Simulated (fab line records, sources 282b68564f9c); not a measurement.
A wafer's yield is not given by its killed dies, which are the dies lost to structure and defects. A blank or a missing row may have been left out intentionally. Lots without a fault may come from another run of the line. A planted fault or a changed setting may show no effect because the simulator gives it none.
Split-lot study | flow ritCmos | 5 lots, 23 wafers read, on a route of 202 steps

== ON THE SPLIT ==
At RIT_M1_COAT_04 (resist thk 1300 nm), the setting resistThkNm was moved away from the recipe's 1300 nm on 9 of the 23 wafers read, by -3.5% to +3.0%. All remaining wafers had this setting at the recipe value.

== FROM THE SPLIT TO THE READING: what the file shows between them, 4 steps ==
- RIT_M1_SOFTBAKE_05: time 60 s
- RIT_M1_EXPOSE_06: exposes mask M12, target cd 2600 nm
- RIT_M1_PEB_07
- RIT_M1_DEVELOP_08: develop time 68 s

== THE READING ==
Shown in nm: cdNm at RIT_M1_CD_MEAS_09, with target cd 2600 nm. Fault-free wafers of this fab line usually give 2599.3 nm, standard deviation 1.7 nm.

wafer  | tool, chamber at the split | resistThkNm as run, nm | against the recipe | cdNm, nm | against lot-mates on the recipe
L074.1 | lithoTrack-01, 0           | 1300                   | recipe             | 2600.7   | -
L074.3 | lithoTrack-01, 0           | 1300                   | recipe             | 2598.8   | -
L074.4 | lithoTrack-01, 0           | 1300                   | recipe             | 2601.5   | -
L074.5 | lithoTrack-01, 0           | 1257                   | -3.3%              | 2594.6   | -5.7
L074.6 | lithoTrack-01, 0           | 1257                   | -3.3%              | 2595.9   | -4.4
L075.1 | lithoTrack-04, 0           | 1300                   | recipe             | 2597.2   | -
L075.2 | lithoTrack-04, 0           | 1339                   | +3.0%              | 2602.7   | +4.1
L075.3 | lithoTrack-04, 0           | 1339                   | +3.0%              | 2600.3   | +1.8
L075.4 | lithoTrack-04, 0           | 1339                   | +3.0%              | 2600.8   | +2.2
L075.6 | lithoTrack-04, 0           | 1300                   | recipe             | 2599.9   | -
L077.1 | lithoTrack-01, 0           | 1324                   | +1.8%              | 2602.8   | +2.8
L077.2 | lithoTrack-01, 0           | 1300                   | recipe             | 2601.5   | -
L077.3 | lithoTrack-01, 0           | 1300                   | recipe             | 2598.6   | -
L077.4 | lithoTrack-01, 0           | 1324                   | +1.8%              | 2602.6   | +2.6
L077.5 | lithoTrack-01, 0           | 1300                   | recipe             | 2599.9   | -
L080.1 | lithoTrack-01, 0           | 1300                   | recipe             | 2598.3   | -
L080.4 | lithoTrack-01, 0           | 1300                   | recipe             | 2598.0   | -
L080.6 | lithoTrack-01, 0           | 1300                   | recipe             | 2598.5   | -
L082.1 | lithoTrack-04, 0           | 1300                   | recipe             | 2597.1   | -
L082.2 | lithoTrack-04, 0           | 1255                   | -3.5%              | 2594.8   | -4.3
L082.3 | lithoTrack-04, 0           | 1300                   | recipe             | 2599.6   | -
L082.4 | lithoTrack-04, 0           | 1300                   | recipe             | 2600.5   | -
L082.5 | lithoTrack-04, 0           | 1255                   | -3.5%              | 2593.2   | -5.9

THE FIT
A straight line over all 23 wafers: cdNm changes by +1.17 nm for each +1% of resistThkNm; r = +0.84; the points scatter about the line by 1.5 nm.
The same after taking each lot's own level away (the mean of its wafers on the recipe; 23 wafers): +1.29 nm for each +1%; r = +0.91; scatter 1.2 nm.
That fit puts the effect of the largest move of resistThkNm on the reading at 4.5 nm.
Across the lots, their own levels run from 2598.27 to 2600.33 nm, a range of 1.2 times the standard deviation given above.
The two slopes agree, so the slope changes little with the lot-to-lot level.
Check: with one of the wafers moved furthest among these (-3.5%) left out of the fit, the line predicts -4.82 nm for it against its lot-mates. It came out at -4.27 nm against them.

== OTHER SPLITS ON THESE WAFERS ==
Note: prior to the reading, these wafers also went through further splits. Each is held against what the fit with the lots' levels taken away leaves over:
other split on the same wafers      | wafers away from the commonest value | r with cdNm (lot level and that fit taken away)
RIT_PSD_SOFTBAKE_02 tempC           | 5                                    | +0.29
RIT_SILICIDE_SPUTTER_01 timeS       | 10                                   | -0.04
RIT_CONTACT_DEVELOP_07 developTimeS | 10                                   | +0.09
RIT_CONTACT_ETCH_11 timeS           | 10                                   | +0.16

== THE WHOLE CHAIN: every reading that the file lists as answering this split, in the file's order ==
step               | what it does       | reading                                                                      | change (the file's fit)              | r (the file's)
RIT_M1_COAT_04     | resist thk 1300 nm | NOVOLAK_of_M1_COAT_04.thkNm (the simulator's own value, which no gauge read) | +13.3 nm for each +1% of the setting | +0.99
RIT_M1_CD_MEAS_09  | target cd 2600 nm  | cdNm                                                                         | +1.34 nm for each +1% of the setting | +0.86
RIT_M1_HARDBAKE_11 | time 120 s         | NOVOLAK_of_M1_COAT_04.thkNm (the simulator's own value, which no gauge read) | +11.5 nm for each +1% of the setting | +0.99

== THE FILE'S OWN FIT ==
cdNm changes by +1.34 nm for each +1% of resistThkNm, r = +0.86.
